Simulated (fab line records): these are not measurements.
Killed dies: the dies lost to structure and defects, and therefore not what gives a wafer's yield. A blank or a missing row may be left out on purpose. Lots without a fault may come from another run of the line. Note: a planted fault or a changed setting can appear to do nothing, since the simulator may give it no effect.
fab line records | flow ritCmos
[record] lots = 14 wafers = 42 lastDay = 7
route steps=202 shown FOX2@27 NRETRO@63 GATE@84 REOX@102 M1@202
lots untouched by any fault: they come from a run of this same line in which no faults occurred
startH: hours from the record's opening day to when the first of the lot's shown wafers began | waitH: how many hours have passed since the lot's step before this one | " same as the row above | L1.1+2: one row covering several wafers at once | - value missing, or start not given | * or withheld: withheld | < > ~ a bound
route shown NAME@n: a module of which the file shows steps, and the number in the route of the first | usual: mean/standard deviation of fault-free wafers | same: alike in all rows | chamber/n: place in a boat | sites: each site's reading | _std_site: their standard deviation | _edge_site: outer sites' mean less inner sites' | radiusMm: for every site, how far away it sits from the centre of the wafer | mask NAME#n: copy n | behind: tool/chamber where the wafer was last shaped | hold: why the lot went on hold/how many hours it stayed there/how the hold came to an end | device: names the non-switching transistor (n, p or np) | end of line: tests of these same wafers at the route's end | a step with no rows: only its recipe | killed: not the wafer's yield, but the dies lost to structure and defects at the first sort | map: dies across one wafer; x = killed, . = not, _ = none there
set.NAME: the setting as run; set.NAME@STEP: as run at that earlier step | model.NAME: the simulator's own value behind a step, which no gauge read
a sample of lots followed through the steps of the route, with each step as a table and each wafer as a row
services: a tool's chamber out of use, with start hour (startH, from the record's first day; less than 0 if before it), hours out, and reason
[[steps]]
[step RIT_FOX2_THK_MEAS_90]
[recipe] reads = SiO2_of_FOX2_OXIDATION_00
[usual] FIELD_OXIDE_LEFT_1_THK = 323/4.9
// columns lot.wafer tool chamber startH waitH FIELD_OXIDE_LEFT_1_THK[nm]
L944.1 filmMetro-03 - 20.17 0.0 312
L944.5 " - " " 315
L944.6 " - " " 315
L945.1 filmMetro-03 - 25.18 0.0 327
L945.4 " - " " 332
L945.5 " - " " 330
L946.1 filmMetro-03 - 31.41 0.0 324
L946.4 " - " " 326
L946.6 " - " " 320
L950.1 filmMetro-02 - 50.34 0.0 323
L950.4 " - " " 327
L950.5 " - " " 323
L954.1 filmMetro-03 - 71.17 0.0 319
L954.3 " - " " 325
L954.5 " - " " 318
L956.1 filmMetro-02 - 80.58 0.0 322
L956.3 " - " " 324
L956.6 " - " " 328
L957.1 filmMetro-02 - 85.79 0.0 319
L957.2 " - " " 319
L957.4 " - " " 318
L958.2 filmMetro-01 - 90.47 0.0 321
L958.3 " - " " 320
L958.6 " - " " 320
L959.3 filmMetro-03 - 95.30 0.0 327
L959.5 " - " " 325
L959.6 " - " " 325
L960.1 filmMetro-03 - 101.25 0.0 322
L960.4 " - " " 326
L960.5 " - " " 323
L961.1 filmMetro-03 - 106.25 0.0 324
L961.2 " - " " 321
L961.5 " - " " 326
L963.1 filmMetro-03 - 116.51 0.0 321
L963.2 " - " " 327
L963.4 " - " " 326
L964.1 filmMetro-01 - 119.86 0.0 333
L964.3 " - " " 328
L964.5 " - " " 329
L967.1 filmMetro-02 - 137.66 0.0 315
L967.4 " - " " 317
L967.6 " - " " 322
[step RIT_NRETRO_TW_MEAS_10]
[usual] NRETRO_TW = 1062/11
// columns lot.wafer tool chamber startH waitH NRETRO_TW
L944.1 filmMetro-02 - 31.07 0.1 1042
L944.5 " - " " 1046
L944.6 " - " " 1039
L945.1 filmMetro-01 - 35.41 0.1 1058
L945.4 " - " " 1054
L945.5 " - " " 1060
L946.1 filmMetro-01 - 41.60 0.1 1060
L946.4 " - " " 1062
L946.6 " - " " 1057
L950.1 filmMetro-04 - 61.68 0.1 1073
L950.4 " - " " 1077
L950.5 " - " " 1071
L954.1 filmMetro-01 - 81.84 0.1 1064
L954.3 " - " " 1062
L954.5 " - " " 1065
L956.1 filmMetro-02 - 91.90 0.1 1058
L956.3 " - " " 1057
L956.6 " - " " 1044
L957.1 filmMetro-04 - 95.89 0.1 1076
L957.2 " - " " 1074
L957.4 " - " " 1075
L958.2 filmMetro-01 - 100.99 0.1 1066
L958.3 " - " " 1067
L958.6 " - " " 1061
L959.3 filmMetro-02 - 105.73 0.1 1051
L959.5 " - " " 1051
L959.6 " - " " 1043
L960.1 filmMetro-01 - 111.75 0.1 1070
L960.4 " - " " 1071
L960.5 " - " " 1069
L961.1 filmMetro-04 - 116.90 0.1 1078
L961.2 " - " " 1072
L961.5 " - " " 1084
L963.1 filmMetro-01 - 126.88 0.1 1072
L963.2 " - " " 1062
L963.4 " - " " 1061
L964.1 filmMetro-02 - 130.22 0.1 1045
L964.3 " - " " 1047
L964.5 " - " " 1052
L967.1 filmMetro-04 - 148.76 0.1 1076
L967.4 " - " " 1081
L967.6 " - " " 1082
[step RIT_GATE_CVD_08]
[recipe] material = poly-Si targetThkNm = 250 tempC = 610 precursor = SiH4 timeS = 2220 pressureMtorr = 313.6 sih4FlowSccm = 100
// columns lot.wafer tool chamber startH waitH
L944.1+5+6 lpcvd-01 0 35.16 0.1
L945.1+4+5 lpcvd-02 1 40.18 0.1
L946.1+4+6 lpcvd-02 1 45.17 0.1
L946.1+4+6 lpcvd-01 1 47.82 0.2
L950.1+4+5 lpcvd-01 1 68.71 1.2
L950.1+4+5 lpcvd-02 1 70.50 0.2
L954.1+3+5 lpcvd-01 1 88.33 0.1
L956.1+3+6 lpcvd-02 0 97.69 0.1
L957.1+2+4 lpcvd-02 0 100.68 0.1
L958.2+3+6 lpcvd-02 0 105.68 0.0
L959.3+5+6 lpcvd-02 0 112.89 0.0
L960.1+4+5 lpcvd-02 1 115.35 0.1
L961.1+2+5 lpcvd-01 0 120.97 0.1
L963.1+2+4 lpcvd-01 1 133.14 0.1
L964.1+3+5 lpcvd-01 0 136.84 0.1
L967.1+4+6 lpcvd-02 1 155.25 0.1
[step RIT_GATE_THK_MEAS_09]
[recipe] reads = poly-Si_of_GATE_CVD_08
[usual] GATE_POLY_THK = 256.2/2.1
// columns lot.wafer tool chamber startH waitH GATE_POLY_THK[nm]
L944.1 filmMetro-03 - 36.78 0.0 256.8
L944.5 " - " " 256.1
L944.6 " - " " 256.3
L945.1 filmMetro-03 - 41.80 0.0 255.1
L945.4 " - " " 257.3
L945.5 " - " " 254.0
L946.1 filmMetro-03 - 50.24 0.0 507.7
L946.4 " - " " 506.0
L946.6 " - " " 504.2
L950.1 filmMetro-01 - 72.11 0.0 514.2
L950.4 " - " " 513.7
L950.5 " - " " 511.8
L954.1 filmMetro-03 - 89.95 0.0 259.0
L954.3 " - " " 257.1
L954.5 " - " " 258.4
L956.1 filmMetro-01 - 99.30 0.0 253.0
L956.3 " - " " 252.3
L956.6 " - " " 252.6
L957.1 filmMetro-03 - 103.11 0.0 254.8
L957.2 " - " " 255.7
L957.4 " - " " 258.4
L958.2 filmMetro-02 - 108.11 0.0 256.0
L958.3 " - " " 258.0
L958.6 " - " " 256.4
L959.3 filmMetro-02 - 114.52 0.0 257.6
L959.5 " - " " 258.5
L959.6 " - " " 259.5
L960.1 filmMetro-02 - 116.97 0.0 258.4
L960.4 " - " " 258.7
L960.5 " - " " 259.3
L961.1 filmMetro-03 - 122.59 0.0 254.5
L961.2 " - " " 256.9
L961.5 " - " " 258.5
L963.1 filmMetro-02 - 134.76 0.0 260.5
L963.2 " - " " 258.8
L963.4 " - " " 257.7
L964.1 filmMetro-03 - 138.46 0.0 261.1
L964.3 " - " " 261.5
L964.5 " - " " 260.3
L967.1 filmMetro-02 - 156.87 0.0 254.4
L967.4 " - " " 257.2
L967.6 " - " " 255.8
[step RIT_GATE_ETCH_19]
[recipe] chemistry = SF6/CHF3/O2 timeS = 165 SF6_flow_sccm = 30 CHF3_flow_sccm = 30 O2_flow_sccm = 5 target = poly-Si pressureMtorr = 40 rfW = 160 targetDepthA = 3125 overEtchFrac = 0.25 stopOn = SiO2
[usual] drypumpMotorCurrentA = 5.6/0.53 oesProductAu = 0.868/0.013 throttleValvePct = 10.17/0.17
// columns lot.wafer tool chamber startH waitH drypumpMotorCurrentA oesProductAu rfHoursCounterH throttleValvePct
L944.1 rieSi-02 1 38.12 0.1 5.8 0.876 46 9.97
L944.5 " 2 " " 5.2 0.867 - 10.50
L944.6 " 1 " " 5.8 0.881 - 9.94
L945.1 rieSi-01 0 43.22 0.1 5.9 0.868 118 10.24
L945.4 " 3 " " 5.4 0.891 162 10.37
L945.5 " 2 " " 5.6 0.875 - 10.08
L946.1 rieSi-02 2 51.70 0.1 5.2 0.980 71 10.49
L946.4 " 3 " " 5.3 1.009 25 10.12
L946.6 " 1 " " 5.8 1.016 - 9.96
L950.1 rieSi-02 3 73.77 0.1 5.3 1.021 25 10.13
L950.4 " 0 " " 5.0 1.019 2 10.22
L950.5 " 2 " " 5.2 0.966 - 10.51
L954.1 rieSi-02 2 91.28 0.1 5.2 0.870 71 10.49
L954.3 " 1 " " 5.8 0.875 47 9.96
L954.5 " 3 " " 5.2 0.860 - 10.13
L956.1 rieSi-02 0 100.64 0.1 5.0 0.866 2 10.21
L956.3 " 1 " " 5.8 0.869 47 9.95
L956.6 " 1 " " 5.8 0.859 - 9.96
L957.1 rieSi-01 1 104.45 0.1 6.8 0.865 3 10.02
L957.2 " 0 " " 5.9 0.854 118 10.25
L957.4 " 2 " " 5.5 0.882 4 10.06
L958.2 rieSi-02 1 109.50 0.1 5.8 0.875 47 9.96
L958.3 " 2 " " 5.2 0.871 71 10.49
L958.6 " 1 " " 5.8 0.880 - 9.95
L959.3 rieSi-01 2 115.84 0.1 5.6 0.882 4 10.07
L959.5 " 2 " " 5.6 0.887 - 10.07
L959.6 " 3 " " 5.4 0.856 - 10.33
L960.1 rieSi-02 2 118.31 0.1 5.2 0.871 71 10.50
L960.4 " 0 " " 5.0 0.889 3 10.21
L960.5 " 1 " " 5.8 0.882 - 9.97
L961.1 rieSi-01 3 123.93 0.1 5.4 0.843 0 10.34
L961.2 " 1 " " 6.8 0.878 3 10.02
L961.5 " 2 " " 5.6 0.883 - 10.09
L963.1 rieSi-01 3 136.03 0.1 5.3 0.856 0 10.36
L963.2 " 1 " " 6.8 0.872 3 10.03
L963.4 " 2 " " 5.5 0.885 4 10.07
L964.1 rieSi-02 0 139.75 0.1 5.0 0.891 3 10.22
L964.3 " 1 " " 5.8 0.894 47 9.98
L964.5 " 1 " " 5.8 0.886 - 9.96
L967.1 rieSi-01 3 158.28 0.1 5.4 0.848 1 10.34
L967.4 " 0 " " 5.9 0.864 119 10.24
L967.6 " 3 " " 5.4 0.845 - 10.35
[step RIT_REOX_THK_MEAS_04]
[recipe] reads = SiO2_of_REOX_OXIDATION_03
[usual] REOX_OXIDE_THK = 26.1/0.49
// columns lot.wafer tool chamber startH waitH REOX_OXIDE_THK[nm]
L944.1 filmMetro-03 - 42.56 0.0 26.1
L944.5 " - " " 26.3
L944.6 " - " " 26.3
L945.1 filmMetro-03 - 46.54 0.0 25.0
L945.4 " - " " 25.2
L945.5 " - " " 25.4
L954.1 filmMetro-04 - 94.72 0.0 26.9
L954.3 " - " " 26.3
L954.5 " - " " 26.0
L956.1 filmMetro-04 - 105.24 0.0 25.9
L956.3 " - " " 26.4
L956.6 " - " " 26.0
L957.1 filmMetro-03 - 110.10 0.0 26.5
L957.2 " - " " 26.6
L957.4 " - " " 26.6
L958.2 filmMetro-04 - 113.98 0.0 26.3
L958.3 " - " " 26.1
L958.6 " - " " 26.5
L959.3 filmMetro-03 - 119.62 0.0 26.3
L959.5 " - " " 26.4
L959.6 " - " " 26.1
L960.1 filmMetro-04 - 122.15 0.0 26.5
L960.4 " - " " 26.4
L960.5 " - " " 26.7
L961.1 filmMetro-04 - 127.70 0.0 25.2
L961.2 " - " " 25.9
L961.5 " - " " 25.8
L963.1 filmMetro-04 - 139.35 0.0 26.3
L963.2 " - " " 26.6
L963.4 " - " " 26.2
L964.1 filmMetro-02 - 144.41 0.0 25.8
L964.3 " - " " 25.7
L964.5 " - " " 25.5
L967.1 filmMetro-04 - 162.77 0.0 26.0
L967.4 " - " " 25.9
L967.6 " - " " 26.0
[step RIT_M1_PROBE_99]
[usual] killed_at_M0_to_M3 = 0.0/0.14 killedAtContacts = 0.1/0.31 killedAtFrontEnd = 7/3.2 killedDies = 7/3.2 killedOnRim = 1.9/1.4 killedOpen = 3.6/1.9 killedShort = 3.6/2
[same] grossDies = 264 killed_at_M4_up = 0 killedAtBackSide = 0 killedAtOther = 0
// columns lot.wafer tool chamber startH waitH killed_at_M0_to_M3 killedAtContacts killedAtFrontEnd killedDies killedOnRim killedOpen killedShort
L944.1 prober-02 - 58.99 0.1 0 0 10 10 3 5 5
L944.5 prober-02 - 59.19 0.2 0 0 11 11 3 4 7
L944.6 prober-02 - 59.24 0.2 0 0 3 3 0 1 2
L945.1 prober-01 - 64.06 0.1 0 0 4 4 1 2 2
L945.4 prober-01 - 64.21 0.2 1 0 8 9 3 4 4
L945.5 prober-01 - 64.26 0.2 1 0 10 11 1 4 6
L946.1 prober-02 - 74.70 0.1 0 0 264 264 70 4 2
L946.4 prober-02 - 74.85 0.2 0 0 264 264 70 4 5
L946.6 prober-02 - 74.95 0.2 0 0 264 264 70 5 5
L950.1 prober-02 - 98.27 0.1 0 0 264 264 70 2 8
L950.4 prober-02 - 98.42 0.2 0 0 264 264 70 3 3
L950.5 prober-02 - 98.47 0.2 0 0 264 264 70 2 2
L954.1 prober-02 - 111.78 0.1 0 0 3 3 1 1 2
L954.3 prober-02 - 111.88 0.2 0 0 6 6 1 4 2
L954.5 prober-02 - 111.98 0.2 0 0 4 4 1 1 3
L956.1 prober-02 - 121.38 0.1 0 0 11 11 3 5 6
L956.3 prober-02 - 121.48 0.2 0 0 8 8 2 4 4
L956.6 prober-02 - 121.63 0.2 0 0 10 10 3 4 6
L957.1 prober-01 - 126.84 0.1 0 0 7 7 2 3 4
L957.2 prober-01 - 126.89 0.1 0 0 3 3 2 3 0
L957.4 prober-01 - 126.99 0.2 0 0 5 5 3 4 1
L958.2 prober-02 - 130.70 0.1 0 0 9 9 1 5 4
L958.3 prober-02 - 130.75 0.2 0 0 9 9 2 4 5
L958.6 prober-02 - 130.90 0.2 0 0 8 8 1 5 3
L959.3 prober-01 - 136.47 0.2 0 0 8 8 2 3 5
L959.5 prober-01 - 136.57 0.2 0 0 8 8 2 3 4
L959.6 prober-01 - 136.62 0.2 0 0 7 7 2 3 4
L960.1 prober-02 - 138.53 0.1 0 0 4 4 0 2 2
L960.4 prober-02 - 138.68 0.2 0 0 6 6 1 3 3
L960.5 prober-02 - 138.73 0.2 0 0 7 7 4 2 5
L961.1 prober-01 - 144.46 0.1 0 1 8 9 2 4 5
L961.2 prober-01 - 144.51 0.1 0 0 5 5 1 3 2
L961.5 prober-01 - 144.66 0.2 0 0 10 10 3 4 6
L963.1 prober-01 - 155.46 0.1 0 0 16 16 2 8 8
L963.2 prober-01 - 155.51 0.1 0 0 9 9 2 4 4
L963.4 prober-01 - 155.61 0.2 0 0 8 8 1 3 5
L964.1 prober-02 - 160.87 0.1 0 0 8 8 3 5 3
L964.3 prober-02 - 160.97 0.2 0 0 8 8 2 2 6
L964.5 prober-02 - 161.07 0.2 0 0 9 9 0 4 5
L967.1 prober-01 - 179.31 0.1 0 0 11 11 1 5 6
L967.4 prober-01 - 179.46 0.2 0 0 10 10 1 8 2
L967.6 prober-01 - 179.56 0.2 0 0 7 7 0 4 3
// killed by level:class
L944.1 SPACER:geometricParticle:open=3 GATE:geometricParticle:open=2 SILICIDE:geometricParticle:short=2 FOX1:geometricParticle:short=1 GATE:geometricParticle:short=1 SPACER:geometricParticle:short=1
L944.5 GATE:geometricParticle:short=2 GATE:geometricParticle:open=2 REOX:geometricParticle:short=2 FOX1:geometricParticle:short=1 FOX2:geometricParticle:open=1 FOX2:geometricParticle:short=1 SILICIDE:geometricParticle:open=1 SILICIDE:geometricParticle:short=1
L944.6 FOX1:geometricParticle:short=1 GATE:geometricParticle:short=1 SPACER:geometricParticle:open=1
L945.1 GATE:geometricParticle:open=1 REOX:geometricParticle:short=1 SILICIDE:geometricParticle:open=1 SILICIDE:geometricParticle:short=1
L945.4 FOX1:geometricParticle:short=2 GATE:geometricParticle:open=2 FOX1:geometricParticle:open=1 REOX:geometricParticle:short=1 SPACER:geometricParticle:short=1 SPACER:geometricParticle:open=1 M1:coatMicrobubblePrinted=1
L945.5 GATE:geometricParticle:short=3 SPACER:geometricParticle:open=2 SPACER:geometricParticle:short=2 ACTIVE:geometricParticle:short=1 FOX2:geometricParticle:open=1 REOX:geometricParticle:open=1 M1:coatMicrobubblePrinted=1
L946.1 GATE:areaEtch=258 GATE:geometricParticle:open=3 FOX1:geometricParticle:open=1 GATE:geometricParticle:short=1 SILICIDE:geometricParticle:short=1
L946.4 GATE:areaEtch=255 GATE:geometricParticle:short=3 GATE:geometricParticle:open=2 FOX1:geometricParticle:open=1 REOX:geometricParticle:open=1 SPACER:geometricParticle:short=1 SILICIDE:geometricParticle:short=1
L946.6 GATE:areaEtch=254 GATE:geometricParticle:open=4 GATE:geometricParticle:short=3 REOX:geometricParticle:open=1 REOX:geometricParticle:short=1 SPACER:geometricParticle:short=1
L950.1 GATE:areaEtch=254 GATE:geometricParticle:short=3 SPACER:geometricParticle:short=3 FOX2:geometricParticle:open=1 FOX2:geometricParticle:short=1 GATE:geometricParticle:open=1 REOX:geometricParticle:short=1
L950.4 GATE:areaEtch=258 FOX2:geometricParticle:open=1 GATE:geometricParticle:open=1 GATE:geometricParticle:short=1 REOX:geometricParticle:short=1 REOX:geometricParticle:open=1 SILICIDE:geometricParticle:short=1
L950.5 GATE:areaEtch=260 GATE:geometricParticle:short=2 GATE:geometricParticle:open=1 SPACER:geometricParticle:open=1
L954.1 FOX2:geometricParticle:short=1 GATE:geometricParticle:open=1 SPACER:geometricParticle:short=1
L954.3 FOX1:geometricParticle:short=2 FOX1:geometricParticle:open=1 GATE:geometricParticle:open=1 REOX:geometricParticle:open=1 SILICIDE:geometricParticle:open=1
L954.5 FOX2:geometricParticle:short=1 GATE:geometricParticle:open=1 REOX:geometricParticle:short=1 SPACER:geometricParticle:short=1
L956.1 GATE:geometricParticle:short=5 GATE:geometricParticle:open=2 SPACER:geometricParticle:open=2 FOX2:geometricParticle:open=1 REOX:geometricParticle:short=1
L956.3 FOX1:geometricParticle:open=2 SILICIDE:geometricParticle:short=2 GATE:geometricParticle:short=1 REOX:geometricParticle:open=1 REOX:geometricParticle:short=1 SILICIDE:geometricParticle:open=1
L956.6 SPACER:geometricParticle:short=3 GATE:geometricParticle:open=2 GATE:geometricParticle:short=2 SPACER:geometricParticle:open=2 SILICIDE:geometricParticle:short=1
L957.1 SILICIDE:geometricParticle:short=2 SILICIDE:geometricParticle:open=1 FOX1:geometricParticle:open=1 GATE:geometricParticle:short=1 REOX:geometricParticle:short=1 SPACER:geometricParticle:open=1
L957.2 REOX:geometricParticle:open=1 SPACER:geometricParticle:open=1 SILICIDE:geometricParticle:open=1
L957.4 GATE:geometricParticle:open=2 FOX2:geometricParticle:open=1 GATE:geometricParticle:short=1 REOX:geometricParticle:open=1
L958.2 FOX1:geometricParticle:open=2 SILICIDE:geometricParticle:open=2 FOX2:geometricParticle:open=1 FOX2:geometricParticle:short=1 GATE:geometricParticle:short=1 SPACER:geometricParticle:short=1 SILICIDE:geometricParticle:short=1
L958.3 FOX1:geometricParticle:open=3 GATE:geometricParticle:short=2 FOX1:geometricParticle:short=1 SPACER:geometricParticle:short=1 SPACER:geometricParticle:open=1 SILICIDE:geometricParticle:short=1
L958.6 GATE:geometricParticle:short=2 REOX:geometricParticle:open=2 FOX1:geometricParticle:open=1 FOX2:geometricParticle:short=1 GATE:geometricParticle:open=1 SILICIDE:geometricParticle:open=1
L959.3 GATE:geometricParticle:open=2 SPACER:geometricParticle:short=2 GATE:geometricParticle:short=1 REOX:geometricParticle:short=1 SILICIDE:geometricParticle:open=1 SILICIDE:geometricParticle:short=1
L959.5 GATE:geometricParticle:short=2 FOX1:geometricParticle:short=1 FOX2:geometricParticle:open=1 SPACER:geometricParticle:open=1 SPACER:geometricParticle:short=1 SILICIDE:geometricParticle:open=1 PWELL:coatMicrobubblePrinted=1
L959.6 GATE:geometricParticle:open=2 FOX1:geometricParticle:short=1 FOX2:geometricParticle:short=1 REOX:geometricParticle:short=1 SPACER:geometricParticle:short=1 SILICIDE:geometricParticle:open=1
L960.1 FOX1:geometricParticle:open=1 FOX2:geometricParticle:short=1 GATE:geometricParticle:short=1 SPACER:geometricParticle:open=1
L960.4 FOX1:geometricParticle:open=3 FOX1:geometricParticle:short=1 GATE:geometricParticle:short=1 SPACER:geometricParticle:short=1
L960.5 FOX1:geometricParticle:short=2 GATE:geometricParticle:open=2 GATE:geometricParticle:short=1 SPACER:geometricParticle:short=1 SILICIDE:geometricParticle:short=1
L961.1 FOX1:geometricParticle:short=2 GATE:geometricParticle:short=2 SPACER:geometricParticle:open=2 GATE:geometricParticle:open=1 SILICIDE:geometricParticle:open=1 CONTACT:geometricParticle:short=1
L961.2 GATE:geometricParticle:open=2 FOX1:geometricParticle:open=1 GATE:geometricParticle:short=1 SILICIDE:geometricParticle:short=1
L961.5 SPACER:geometricParticle:short=3 GATE:geometricParticle:short=2 SILICIDE:geometricParticle:open=2 REOX:geometricParticle:short=1 SPACER:geometricParticle:open=1 REOX:geometricParticle:open=1
L963.1 GATE:geometricParticle:open=4 FOX1:geometricParticle:short=3 GATE:geometricParticle:short=3 FOX1:geometricParticle:open=2 FOX2:geometricParticle:short=2 FOX2:geometricParticle:open=1 SILICIDE:geometricParticle:open=1
L963.2 GATE:geometricParticle:open=3 GATE:geometricParticle:short=3 SPACER:geometricParticle:short=1 SILICIDE:geometricParticle:open=1 PLDD:coatMicrobubblePrinted=1
L963.4 GATE:geometricParticle:short=3 FOX2:geometricParticle:short=2 GATE:geometricParticle:open=2 FOX1:geometricParticle:open=1
L964.1 SILICIDE:geometricParticle:open=2 FOX1:geometricParticle:open=1 FOX2:geometricParticle:open=1 GATE:geometricParticle:open=1 GATE:geometricParticle:short=1 REOX:geometricParticle:short=1 SILICIDE:geometricParticle:short=1
L964.3 REOX:geometricParticle:short=4 FOX1:geometricParticle:short=1 FOX1:geometricParticle:open=1 GATE:geometricParticle:short=1 REOX:geometricParticle:open=1
L964.5 REOX:geometricParticle:open=2 SPACER:geometricParticle:short=2 GATE:geometricParticle:short=1 REOX:geometricParticle:short=1 SPACER:geometricParticle:open=1 SILICIDE:geometricParticle:short=1 SILICIDE:geometricParticle:open=1
L967.1 GATE:geometricParticle:short=4 FOX2:geometricParticle:open=2 GATE:geometricParticle:open=2 FOX2:geometricParticle:short=1 SPACER:geometricParticle:open=1 SPACER:geometricParticle:short=1
L967.4 FOX1:geometricParticle:open=3 GATE:geometricParticle:open=3 FOX1:geometricParticle:short=2 SPACER:geometricParticle:open=2
L967.6 FOX1:geometricParticle:open=2 FOX1:geometricParticle:short=1 GATE:geometricParticle:open=1 GATE:geometricParticle:short=1 SPACER:geometricParticle:short=1 SILICIDE:geometricParticle:open=1
[[services]]
// columns tool chamber startH hours kind
rieSi-01 3 55.63 - clean
rieSi-01 3 55.63 24.7 scheduledDown
rieSi-01 3 55.63 24.7 ventCycle
rieSi-01 - 74.55 2.8 pm
rieSi-02 2 86.26 2.5 repair
rieSi-02 - 151.47 2.8 pm
[[key]]
[firstSign] step = RIT_GATE_CVD_08 reading = visit direction = added
[effect] step = RIT_GATE_THK_MEAS_09 reading = GATE_POLY_THK direction = up sigmas = 99+ usual = 256.2 struck = 509.6
[effect] step = RIT_GATE_ETCH_19 reading = oesProductAu direction = up sigmas = 11 usual = 0.868 struck = 1.002
[effect] step = RIT_M1_PROBE_99 reading = killedDies direction = up sigmas = 81 usual = 7 struck = 264
[moreKillsBornAt] RIT_GATE_ETCH_19@rieSi-02 = 1539
metAt RIT_GATE_CVD_08
struckLots L946,L950
laterRowsLeftOut L946.1,L946.4,L946.6,L950.1,L950.4,L950.5
testerLeftOut L946,L950
notActingAt RIT_FOX2_THK_MEAS_90,RIT_NRETRO_TW_MEAS_10,RIT_REOX_THK_MEAS_04
[fault] kind = repeatedStepWhole tool = lpcvd-01,lpcvd-02 chamber = - onsetH = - steps = RIT_GATE_CVD_08 times = 1 scope = struckLotsOnly
// testerLeftOut: of these lots the tester's yield and bins aren't shown, on N5 and GAA mostly nor the transistor test; their killed dies are dies lost to structure and defects alone, not to doping, threshold or leakage, so they don't give the yield
// laterRowsLeftOut: the simulator's readings of these wafers behind a module that went badly wrong aren't trusted and aren't shown, but for the sort
